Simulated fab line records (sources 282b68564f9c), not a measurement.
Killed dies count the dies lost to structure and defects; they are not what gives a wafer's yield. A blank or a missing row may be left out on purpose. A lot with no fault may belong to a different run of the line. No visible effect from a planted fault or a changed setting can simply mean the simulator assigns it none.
Commonality check across tools | flow rit cmos | 15 lots and 44 wafers in the sample

== REASON IT WAS OPENED ==
RIT_CONTACT_OVL_MEAS_09, reading CONTACT_OVL: flagged on 3 of 15 lots. Fault-free wafers read -0.7 nm, with a standard deviation of 1.5.
Rule: a lot gets a flag if all its wafers with a number sit over 4 standard deviations from that mean, or if no wafer of it has a number. The other lots count as sound.

lot  | measured    | on         | CONTACT_OVL (nm), wafer by wafer | flag
L719 | day 3 16:05 | overlay-01 | -0.9 -1.1 -4.0                   |
L720 | day 3 20:30 | overlay-02 | -2.0 0.0 -2.6                    |
L721 | day 4 04:25 | overlay-02 | -4.6 -3.5 -2.9                   |
L723 | day 4 12:04 | overlay-02 | -0.4 -2.1 -2.6                   |
L724 | day 4 14:53 | overlay-02 | -0.4 0.3 1.4                     |
L726 | day 5 01:39 | overlay-01 | 0.0 -2.7 -1.6                    |
L728 | day 5 08:34 | overlay-02 | 0.0 -0.5 -0.8                    |
L730 | day 5 20:16 | overlay-02 | -0.4 0.9 -0.9                    |
L732 | day 6 02:41 | overlay-01 | 0.9 -0.8 1.5                     |
L733 | day 6 13:09 | overlay-01 | -1.7 0.0 0.4                     |
L736 | day 7 03:43 | overlay-02 | -2.0 -4.1 0.3                    |
L737 | day 7 06:22 | overlay-01 | -149.5 -149.8 -150.5             | FLAGGED
L738 | day 7 13:49 | overlay-02 | -151.1 -150.7                    | FLAGGED
L739 | day 7 19:02 | overlay-01 | -149.8 -148.6 -148.5             | FLAGGED
L741 | day 8 04:04 | overlay-01 | -0.4 0.8 -0.3                    |
Flagged lots average -149.8 nm: -149.1 nm relative to the usual, that is -99 or more standard deviations.

== LOT BY LOT: THE TOOL USED ==
The record keeps 1 process step preceding the reading, out of 202 steps on the route. Every cell lists first the tool, next ch and the chambers used by the sampled wafers, and last the start.
lot  | flag    | RIT_CONTACT_EXPOSE_05
L719 |         | iline stepper-01 ch 0, day 3 15:28
L720 |         | iline stepper-02 ch 0, day 3 19:52
L721 |         | iline stepper-01 ch 0, day 4 03:47
L723 |         | iline stepper-01 ch 0, day 4 11:26
L724 |         | iline stepper-02 ch 0, day 4 14:07
L726 |         | iline stepper-02 ch 0, day 5 01:02
L728 |         | iline stepper-02 ch 0, day 5 07:55
L730 |         | iline stepper-02 ch 0, day 5 19:38
L732 |         | iline stepper-02 ch 0, day 6 02:03
L733 |         | iline stepper-01 ch 0, day 6 12:32
L736 |         | iline stepper-01 ch 0, day 7 03:05
L737 | FLAGGED | iline stepper-01 ch 0, day 7 05:46
L738 | FLAGGED | iline stepper-01 ch 0, day 7 13:13
L739 | FLAGGED | iline stepper-01 ch 0, day 7 18:23
L741 |         | iline stepper-02 ch 0, day 8 03:26
What the steps here do:
- RIT_CONTACT_EXPOSE_05: exposes mask M11, target cd 1000 nm.
- RIT_CONTACT_OVL_MEAS_09

== FLAGGED OVER TOTAL, TOOL BY TOOL (the gauges that took the reading come last) ==
step                    | tool             | lots run | flagged | share of the flagged lots | sound lots run after its first flagged lot
RIT_CONTACT_EXPOSE_05   | iline stepper-01 | 8        | 3       | all                       | 0
RIT_CONTACT_EXPOSE_05   | iline stepper-02 | 7        | 0       | none                      | -
RIT_CONTACT_OVL_MEAS_09 | overlay-01       | 7        | 2       | some                      | 1 (L741)
RIT_CONTACT_OVL_MEAS_09 | overlay-02       | 8        | 1       | some                      | 0

== WHAT IS ALLOWED BY THE TABLE ==
In the table, 1 row covers all flagged lots: iline stepper-01 at RIT_CONTACT_EXPOSE_05.
- iline stepper-01 at RIT_CONTACT_EXPOSE_05: 3 of its 8 lots flagged. It ran its last sound lot, L736, at day 7 03:05 and its first flagged lot, L737, at day 7 05:46: a fault with its onset between the two fits.
What remains is a single tool, iline stepper-01 at RIT_CONTACT_EXPOSE_05.

== WHAT WAS PUT IN BY THE SIMULATOR ==
Scanner matching overlay: iline stepper-01, from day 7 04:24 on, at RIT_CONTACT_EXPOSE_05. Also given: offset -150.
Struck lots among those shown: L737, L738, L739. The rule above reached the same finding.
